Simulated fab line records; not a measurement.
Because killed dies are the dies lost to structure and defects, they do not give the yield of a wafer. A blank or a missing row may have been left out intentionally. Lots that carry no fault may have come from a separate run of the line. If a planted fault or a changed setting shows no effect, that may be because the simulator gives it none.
Tool commonality check || flow berkeleyCmos170 || Sampled: 14 lots, 42 wafers

REASON IT WAS OPENED
UCB170_PWELL_TW_MEAS_17, reading PWELL_TW: flagged on 2 of 14 lots. No-fault wafers: 377, standard deviation 4.3.
Rule: flag the lot when none of its wafers has a number, or when each of its wafers that has one lies beyond 4 standard deviations from that mean. The rest of the lots are taken to be sound.

{"lot": "L964", "measured": "day 2 22:02", "on": "filmMetro-02", "PWELL_TW, wafer by wafer": "473 471 472", "flag": "FLAGGED"}
{"lot": "L966", "measured": "day 3 15:49", "on": "filmMetro-04", "PWELL_TW, wafer by wafer": "471 471 472", "flag": "FLAGGED"}
{"lot": "L967", "measured": "day 3 17:42", "on": "filmMetro-04", "PWELL_TW, wafer by wafer": "383 381 383", "flag": ""}
{"lot": "L970", "measured": "day 4 03:28", "on": "filmMetro-04", "PWELL_TW, wafer by wafer": "378 379 379", "flag": ""}
{"lot": "L975", "measured": "day 5 07:22", "on": "filmMetro-02", "PWELL_TW, wafer by wafer": "379 379 380", "flag": ""}
{"lot": "L979", "measured": "day 5 21:53", "on": "filmMetro-02", "PWELL_TW, wafer by wafer": "381 378 380", "flag": ""}
{"lot": "L978", "measured": "day 5 22:01", "on": "filmMetro-04", "PWELL_TW, wafer by wafer": "378 381 381", "flag": ""}
{"lot": "L980", "measured": "day 6 07:07", "on": "filmMetro-04", "PWELL_TW, wafer by wafer": "381 379 381", "flag": ""}
{"lot": "L981", "measured": "day 6 10:24", "on": "filmMetro-02", "PWELL_TW, wafer by wafer": "380 377 380", "flag": ""}
{"lot": "L982", "measured": "day 6 19:34", "on": "filmMetro-01", "PWELL_TW, wafer by wafer": "370 372 373", "flag": ""}
{"lot": "L983", "measured": "day 7 00:11", "on": "filmMetro-01", "PWELL_TW, wafer by wafer": "372 371 371", "flag": ""}
{"lot": "L984", "measured": "day 7 00:13", "on": "filmMetro-04", "PWELL_TW, wafer by wafer": "381 379 380", "flag": ""}
{"lot": "L985", "measured": "day 7 07:10", "on": "filmMetro-02", "PWELL_TW, wafer by wafer": "380 380 380", "flag": ""}
{"lot": "L987", "measured": "day 7 13:30", "on": "filmMetro-04", "PWELL_TW, wafer by wafer": "380 380 381", "flag": ""}
The numbers of the flagged lots are 472 on average: +95 against the usual, or +22 standard deviations.

WHICH TOOL EACH LOT WENT THROUGH
The record holds 1 process step before the reading, out of a route of 331 steps. Every cell lists first the tool, next ch and the chambers used by the sampled wafers, and last the start.
{"lot": "L964", "flag": "FLAGGED", "UCB170_PWELL_IMPLANT_15": "implanter-01 ch 0, day 2 21:07"}
{"lot": "L966", "flag": "FLAGGED", "UCB170_PWELL_IMPLANT_15": "implanter-04 ch 0, day 3 15:16"}
{"lot": "L967", "flag": "", "UCB170_PWELL_IMPLANT_15": "implanter-01 ch 0, day 3 17:29"}
{"lot": "L970", "flag": "", "UCB170_PWELL_IMPLANT_15": "implanter-01 ch 0, day 4 03:14"}
{"lot": "L975", "flag": "", "UCB170_PWELL_IMPLANT_15": "implanter-01 ch 0, day 5 07:08"}
{"lot": "L979", "flag": "", "UCB170_PWELL_IMPLANT_15": "implanter-01 ch 0, day 5 21:39"}
{"lot": "L978", "flag": "", "UCB170_PWELL_IMPLANT_15": "implanter-04 ch 0, day 5 21:49"}
{"lot": "L980", "flag": "", "UCB170_PWELL_IMPLANT_15": "implanter-04 ch 0, day 6 06:55"}
{"lot": "L981", "flag": "", "UCB170_PWELL_IMPLANT_15": "implanter-02 ch 0, day 6 10:11"}
{"lot": "L982", "flag": "", "UCB170_PWELL_IMPLANT_15": "implanter-04 ch 0, day 6 19:21"}
{"lot": "L983", "flag": "", "UCB170_PWELL_IMPLANT_15": "implanter-02 ch 0, day 6 23:56"}
{"lot": "L984", "flag": "", "UCB170_PWELL_IMPLANT_15": "implanter-01 ch 0, day 6 23:59"}
{"lot": "L985", "flag": "", "UCB170_PWELL_IMPLANT_15": "implanter-04 ch 0, day 7 06:55"}
{"lot": "L987", "flag": "", "UCB170_PWELL_IMPLANT_15": "implanter-02 ch 0, day 7 13:15"}
What these steps do:
- UCB170_PWELL_IMPLANT_15
- UCB170_PWELL_TW_MEAS_17

FLAGGED AGAINST TOTAL, ONE TOOL AT A TIME (gauges that did the reading follow at the end)
{"step": "UCB170_PWELL_IMPLANT_15", "tool": "implanter-01", "lots run": 6, "flagged": 1, "share of the flagged lots": "some", "sound lots run after its first flagged lot": "5 (L967,L970,L975,L979,L984)"}
{"step": "UCB170_PWELL_IMPLANT_15", "tool": "implanter-02", "lots run": 3, "flagged": 0, "share of the flagged lots": "none", "sound lots run after its first flagged lot": "-"}
{"step": "UCB170_PWELL_IMPLANT_15", "tool": "implanter-04", "lots run": 5, "flagged": 1, "share of the flagged lots": "some", "sound lots run after its first flagged lot": "4 (L978,L980,L982,L985)"}
{"step": "UCB170_PWELL_TW_MEAS_17", "tool": "filmMetro-01", "lots run": 2, "flagged": 0, "share of the flagged lots": "none", "sound lots run after its first flagged lot": "-"}
{"step": "UCB170_PWELL_TW_MEAS_17", "tool": "filmMetro-02", "lots run": 5, "flagged": 1, "share of the flagged lots": "some", "sound lots run after its first flagged lot": "4 (L975,L979,L981,L985)"}
{"step": "UCB170_PWELL_TW_MEAS_17", "tool": "filmMetro-04", "lots run": 7, "flagged": 1, "share of the flagged lots": "some", "sound lots run after its first flagged lot": "6 (L967,L970,L978,L980,L984,L987)"}

THE TABLE: WHAT IT ALLOWS
No row of the table ran every flagged lot.

WHAT THE SIMULATOR PUT IN
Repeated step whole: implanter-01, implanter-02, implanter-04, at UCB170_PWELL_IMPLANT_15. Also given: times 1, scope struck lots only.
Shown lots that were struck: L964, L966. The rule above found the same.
